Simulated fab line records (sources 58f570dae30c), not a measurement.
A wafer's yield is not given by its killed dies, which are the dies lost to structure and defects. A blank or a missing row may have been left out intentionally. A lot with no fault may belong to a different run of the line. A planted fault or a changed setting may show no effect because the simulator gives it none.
fab line records	flow berkeleyCmos170
record: lots: 13	wafers: 39	lastDay: 12
route steps=331 shown PWELL@44 V2@293
lots untouched by any fault: they come from a run of this same line in which no faults occurred
startH: the number of hours between the record's first day and the start of the first shown wafer of the lot	waitH: how many hours have passed since the lot's step before this one	" unchanged from the row above	L1.1+2: several wafers, shown together as one row	- either no value or no given start	* or withheld: withheld	< > ~ a bound
route shown NAME@n: a module of which the file shows steps, and the number in the route of the first	usual: mean and standard deviation over wafers with no fault	same: alike in all rows	chamber/n: place in a boat	sites: each site's reading	_std_site: the standard deviation of these	_edge_site: outer sites' mean less inner sites'	radiusMm: how far each site lies from the wafer's centre	mask NAME#n: copy n	behind: tool/chamber where the wafer was last shaped	hold: reason for holding the lot/hours on hold/outcome of the hold	device: whichever transistor did not switch (one of n, p or np)	end of line: the tests these same wafers got at the end of their route	step lacking rows: just its recipe	killed: dies lost to structure and defects at the first sort, not the wafer's yield	map: a wafer's dies, x killed, . not, _ none there
set.NAME: the setting that was run; set.NAME@STEP: the one run at that earlier step	model.NAME: the simulator's own value behind a step, which no gauge read
a sample of lots followed through the steps of the route, with each step as a table and each wafer as a row
services: from which hour (startH, from the record's first day; less than 0 if before it) a tool's chamber was out of use, for how many hours, and why
== steps ==
step: UCB170_PWELL_EXPOSE_10
recipe: maskId: PWELL	targetCdNm: 3000	na: 0.5	sigmaOuter: 0.6	sourceShape: conventional	doseMj: 19
same: sigmaOuter: 0.6
lot.wafer	tool	chamber	startH	waitH	mask
L903.2+4+6	krfScanner-01	0	51.46	0.2	PWELL#0
L904.1+3+5	krfScanner-01	0	56.51	0.1	PWELL#0
L905.1+4+6	krfScanner-02	0	61.43	0.1	PWELL#0
L907.2+3+6	krfScanner-02	0	76.63	0.1	PWELL#0
L911.1+2+3	krfScanner-01	0	97.31	0.2	PWELL#0
L910.3+4+5	krfScanner-01	0	97.46	0.3	PWELL#0
L915.3+5+6	krfScanner-02	0	117.48	0.2	PWELL#0
L914.4+5+6	krfScanner-02	0	117.62	0.3	NWELL#0
L916.4+5+6	krfScanner-02	0	123.38	0.1	PWELL#0
L921.3+4+6	krfScanner-02	0	148.73	0.2	PWELL#0
L923.2+4+5	krfScanner-02	0	151.46	0.1	PWELL#0
L924.1+2+6	krfScanner-01	0	161.15	0.1	PWELL#0
L925.1+4+6	krfScanner-02	0	161.41	0.2	PWELL#0
step: UCB170_PWELL_OVL_MEAS_13
usual: PWELL_OVL: 3/5.7
lot.wafer	tool	chamber	startH	waitH	PWELL_OVL[nm]
L903.2	overlay-01	-	52.55	-	3
L903.4	"	-	"	"	-2
L903.6	"	-	"	"	-5
L904.1	overlay-01	-	56.90	-	-2
L904.3	"	-	"	"	1
L904.5	"	-	"	"	-1
L905.1	overlay-02	-	62.57	-	3
L905.4	"	-	"	"	3
L905.6	"	-	"	"	6
L907.2	overlay-02	-	77.15	-	5
L907.3	"	-	"	"	9
L907.6	"	-	"	"	7
L911.1	overlay-02	-	97.70	-	-1
L911.2	"	-	"	"	3
L911.3	"	-	"	"	-6
L910.3	overlay-02	-	97.83	-	2
L910.4	"	-	"	"	-2
L910.5	"	-	"	"	0
L915.3	overlay-01	-	118.47	-	1
L915.5	"	-	"	"	4
L915.6	"	-	"	"	8
L914.4	overlay-01	-	118.76	-	-
L914.5	"	-	"	"	-
L914.6	"	-	"	"	-
L916.4	overlay-02	-	124.51	-	-2
L916.5	"	-	"	"	8
L916.6	"	-	"	"	-1
L921.3	overlay-01	-	149.80	-	16
L921.4	"	-	"	"	10
L921.6	"	-	"	"	15
L923.2	overlay-02	-	152.22	-	11
L923.4	"	-	"	"	3
L923.5	"	-	"	"	1
L924.1	overlay-02	-	161.83	-	-4
L924.2	"	-	"	"	-11
L924.6	"	-	"	"	-9
L925.1	overlay-01	-	162.56	-	13
L925.4	"	-	"	"	6
L925.6	"	-	"	"	5
step: UCB170_PWELL_TW_MEAS_17
usual: PWELL_TW: 378/3.6
lot.wafer	tool	chamber	startH	waitH	PWELL_TW
L903.2	filmMetro-03	-	52.94	0.1	381
L903.4	"	-	"	"	381
L903.6	"	-	"	"	382
L904.1	filmMetro-03	-	57.29	0.1	385
L904.3	"	-	"	"	385
L904.5	"	-	"	"	383
L905.1	filmMetro-03	-	62.96	0.1	381
L905.4	"	-	"	"	380
L905.6	"	-	"	"	383
L907.2	filmMetro-01	-	77.54	0.1	372
L907.3	"	-	"	"	374
L907.6	"	-	"	"	374
L911.1	filmMetro-03	-	98.09	0.1	379
L911.2	"	-	"	"	379
L911.3	"	-	"	"	381
L910.3	filmMetro-04	-	98.22	0.1	375
L910.4	"	-	"	"	380
L910.5	"	-	"	"	379
L915.3	filmMetro-03	-	118.87	0.1	378
L915.5	"	-	"	"	381
L915.6	"	-	"	"	378
L914.4	filmMetro-04	-	119.15	0.1	30
L914.5	"	-	"	"	30
L914.6	"	-	"	"	30
L916.4	filmMetro-03	-	124.91	0.1	382
L916.5	"	-	"	"	377
L916.6	"	-	"	"	379
L921.3	filmMetro-03	-	150.19	0.1	379
L921.4	"	-	"	"	378
L921.6	"	-	"	"	381
L923.2	filmMetro-03	-	152.62	0.1	380
L923.4	"	-	"	"	380
L923.5	"	-	"	"	382
L924.1	filmMetro-04	-	162.22	0.1	379
L924.2	"	-	"	"	380
L924.6	"	-	"	"	380
L925.1	filmMetro-01	-	162.94	0.1	373
L925.4	"	-	"	"	372
L925.6	"	-	"	"	373
step: UCB170_V2_THK_MEAS_01
recipe: reads: SiO2_of_V2_CVD_00
usual: V2_TEOS_THK: 1999/27
lot.wafer	tool	chamber	startH	waitH	V2_TEOS_THK[nm]
L903.2	filmMetro-02	-	177.04	0.1	1985
L903.4	"	-	"	"	2032
L903.6	"	-	"	"	2034
L904.1	filmMetro-03	-	177.23	0.1	2006
L904.3	"	-	"	"	1976
L904.5	"	-	"	"	2019
L907.2	filmMetro-03	-	193.21	0.1	2004
L907.3	"	-	"	"	2000
L907.6	"	-	"	"	2016
L905.1	filmMetro-04	-	193.51	0.1	1974
L905.4	"	-	"	"	2016
L905.6	"	-	"	"	2019
L910.3	filmMetro-02	-	210.71	0.1	1972
L910.4	"	-	"	"	1992
L910.5	"	-	"	"	2002
L911.1	filmMetro-04	-	211.24	0.1	2017
L911.2	"	-	"	"	2001
L911.3	"	-	"	"	2010
L915.3	filmMetro-02	-	222.53	0.1	1934
L915.5	"	-	"	"	1994
L915.6	"	-	"	"	1946
L916.4	filmMetro-03	-	240.00	0.0	1986
L916.5	"	-	"	"	2009
L916.6	"	-	"	"	2031
L921.3	filmMetro-02	-	265.48	0.1	1953
L921.4	"	-	"	"	2008
L921.6	"	-	"	"	1955
L923.2	filmMetro-04	-	265.99	0.1	1934
L923.4	"	-	"	"	1979
L923.5	"	-	"	"	1971
L924.1	filmMetro-02	-	267.20	0.1	1955
L924.2	"	-	"	"	1961
L924.6	"	-	"	"	1998
L925.1	filmMetro-04	-	272.08	0.1	1991
L925.4	"	-	"	"	2012
L925.6	"	-	"	"	2012
step: UCB170_V2_THK_MEAS_04
recipe: reads: SiO2_of_V2_CVD_00
usual: V2_POLISHED_THK: 1011.9/1
lot.wafer	tool	chamber	startH	waitH	V2_POLISHED_THK[nm]
L903.2	filmMetro-02	-	177.52	0.1	1010.5
L903.4	"	-	"	"	1011.4
L903.6	"	-	"	"	1011.3
L904.1	filmMetro-04	-	177.71	0.1	1014.1
L904.3	"	-	"	"	1012.4
L904.5	"	-	"	"	1013.1
L907.2	filmMetro-03	-	193.69	0.1	1011.0
L907.3	"	-	"	"	1012.9
L907.6	"	-	"	"	1009.5
L905.1	filmMetro-04	-	193.99	0.1	1012.3
L905.4	"	-	"	"	1012.2
L905.6	"	-	"	"	1012.0
L910.3	filmMetro-04	-	211.19	0.1	1013.4
L910.4	"	-	"	"	1012.4
L910.5	"	-	"	"	1011.2
L911.1	filmMetro-03	-	211.72	0.1	1009.6
L911.2	"	-	"	"	1011.9
L911.3	"	-	"	"	1010.8
L915.3	filmMetro-02	-	223.01	0.1	1010.3
L915.5	"	-	"	"	1012.5
L915.6	"	-	"	"	1011.6
L916.4	filmMetro-03	-	240.48	0.1	1011.2
L916.5	"	-	"	"	1012.6
L916.6	"	-	"	"	1011.4
L921.3	filmMetro-02	-	265.96	0.1	1012.7
L921.4	"	-	"	"	1013.2
L921.6	"	-	"	"	1011.1
L923.2	filmMetro-03	-	266.47	0.1	1012.1
L923.4	"	-	"	"	1012.8
L923.5	"	-	"	"	1013.0
L924.1	filmMetro-04	-	267.68	0.1	1011.0
L924.2	"	-	"	"	1012.7
L924.6	"	-	"	"	1013.5
L925.1	filmMetro-02	-	272.56	0.1	1012.8
L925.4	"	-	"	"	1014.7
L925.6	"	-	"	"	1013.2
step: UCB170_V2_ETCH_14
recipe: chemistry: CHF3/CF4/Ar	target: SiO2	stopOn: Al	CHF3_flow_sccm: 45	cf4FlowSccm: 15	Ar_flow_sccm: 150	pressureMtorr: 200	rfW: 700	targetDepthA: 12500	overEtchFrac: 0.25	timeS: 284.9
usual: drypumpMotorCurrentA: 6.0/0.48	oesProductAu: 0.898/0.011	throttleValvePct: 7.02/0.13
lot.wafer	tool	chamber	startH	waitH	drypumpMotorCurrentA	oesProductAu	rfHoursCounterH	throttleValvePct
L903.2	rieDiel-04	2	179.41	0.0	6.6	0.889	127	7.06
L903.4	"	0	"	"	5.6	0.895	18	7.03
L903.6	"	1	"	"	5.6	0.889	-	6.96
L904.1	rieDiel-03	2	179.62	0.0	6.6	0.907	66	7.13
L904.3	"	3	"	"	6.1	0.908	113	6.72
L904.5	"	3	"	"	6.1	0.902	-	6.72
L907.2	rieDiel-04	3	194.91	0.0	5.4	0.911	25	6.98
L907.3	"	2	"	"	6.6	0.897	127	7.07
L907.6	"	3	"	"	5.4	0.910	-	6.97
L905.1	rieDiel-04	0	197.84	0.0	5.6	0.891	19	7.03
L905.4	"	2	"	"	6.6	0.884	128	7.04
L905.6	"	2	"	"	6.5	0.891	-	7.04
L910.3	rieDiel-03	1	213.01	0.0	5.2	0.917	19	7.19
L910.4	"	0	"	"	6.2	0.878	0	7.10
L910.5	"	1	"	"	5.2	0.901	-	7.19
L911.1	rieDiel-04	0	213.25	0.0	5.5	0.895	20	7.03
L911.2	"	3	"	"	5.4	0.915	26	6.98
L911.3	"	1	"	"	5.6	0.880	44	6.96
L915.3	rieDiel-04	2	226.81	0.0	6.5	0.891	129	7.05
L915.5	"	2	"	"	6.6	0.895	-	7.06
L915.6	"	3	"	"	5.4	0.910	-	6.99
L916.4	rieDiel-04	2	241.91	0.0	6.6	0.886	130	7.06
L916.5	"	2	"	"	6.6	0.892	-	7.04
L916.6	"	3	"	"	5.4	0.911	-	6.99
L921.3	rieDiel-03	3	267.50	0.0	6.1	0.902	118	6.72
L921.4	"	1	"	"	5.2	0.911	21	7.20
L921.6	"	2	"	"	6.6	0.891	-	7.12
L923.2	rieDiel-03	3	268.23	0.0	6.1	0.906	118	6.72
L923.4	"	1	"	"	5.2	0.909	21	7.20
L923.5	"	1	"	"	5.2	0.907	-	7.19
L924.1	rieDiel-02	2	269.03	0.0	6.0	0.896	47	7.23
L924.2	"	0	"	"	5.8	0.891	134	7.08
L924.6	"	1	"	"	6.4	0.915	-	6.88
L925.1	rieDiel-03	0	274.49	0.0	6.3	0.881	4	7.07
L925.4	"	1	"	"	5.3	0.909	22	7.20
L925.6	"	2	"	"	6.6	0.896	-	7.14
== services ==
tool	chamber	startH	hours	kind
krfScanner-01	-	32.44	3.6	pm
rieDiel-03	-	47.28	1.8	repair
rieDiel-04	1	49.16	16.8	repair
krfScanner-02	-	50.37	1.3	pm
krfScanner-02	-	61.71	0.5	repair
krfScanner-01	-	66.42	4.4	pm
rieDiel-04	2	81.29	7.2	repair
rieDiel-04	-	83.23	0.4	repair
krfScanner-02	-	85.89	1.0	pm
krfScanner-02	-	93.69	5.6	repair
krfScanner-02	-	94.47	2.7	repair
rieDiel-04	-	114.88	2.5	repair
krfScanner-02	-	154.75	3.7	repair
krfScanner-02	-	158.40	0.8	pm
krfScanner-02	-	165.10	0.6	repair
krfScanner-02	-	176.28	0.1	repair
krfScanner-02	-	179.69	8.9	repair
krfScanner-02	-	204.16	3.3	repair
krfScanner-02	-	214.35	0.2	repair
krfScanner-02	-	226.32	1.3	pm
krfScanner-02	-	230.01	3.6	pm
rieDiel-04	1	236.38	4.0	repair
krfScanner-02	-	259.99	4.0	pm
krfScanner-02	-	264.01	1.0	pm
== key ==
firstSign: step: UCB170_PWELL_EXPOSE_10	reading: mask	direction: changed
effect: step: UCB170_PWELL_OVL_MEAS_13	reading: PWELL_OVL	direction: missing
effect: step: UCB170_PWELL_TW_MEAS_17	reading: PWELL_TW	direction: down	sigmas: 98	usual: 378	struck: 30
metAt UCB170_PWELL_EXPOSE_10
struckLots L914
laterRowsLeftOut L914.4,L914.5,L914.6
sortLeftOut L914.4,L914.5,L914.6
testerLeftOut L914
notActingAt UCB170_V2_THK_MEAS_01,UCB170_V2_THK_MEAS_04,UCB170_V2_ETCH_14
onsetBetween 117.48 117.62
fault: kind: wrongMask	tool: any	chamber: -	onsetH: 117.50	steps: UCB170_PWELL_EXPOSE_10	auxCopy: NWELL#0	scope: struckLotsOnly
testerLeftOut: of these lots the tester's yield and bins aren't shown, on N5 and GAA mostly nor the transistor test; their killed dies are dies lost to structure and defects alone, not to doping, threshold or leakage, so they don't give the yield
sortLeftOut: the simulated sort isn't trusted on such a fault, so these wafers' sort isn't shown, and their yield isn't known
laterRowsLeftOut: the simulator's readings of these wafers behind a module that went badly wrong aren't trusted and aren't shown, but for the sort
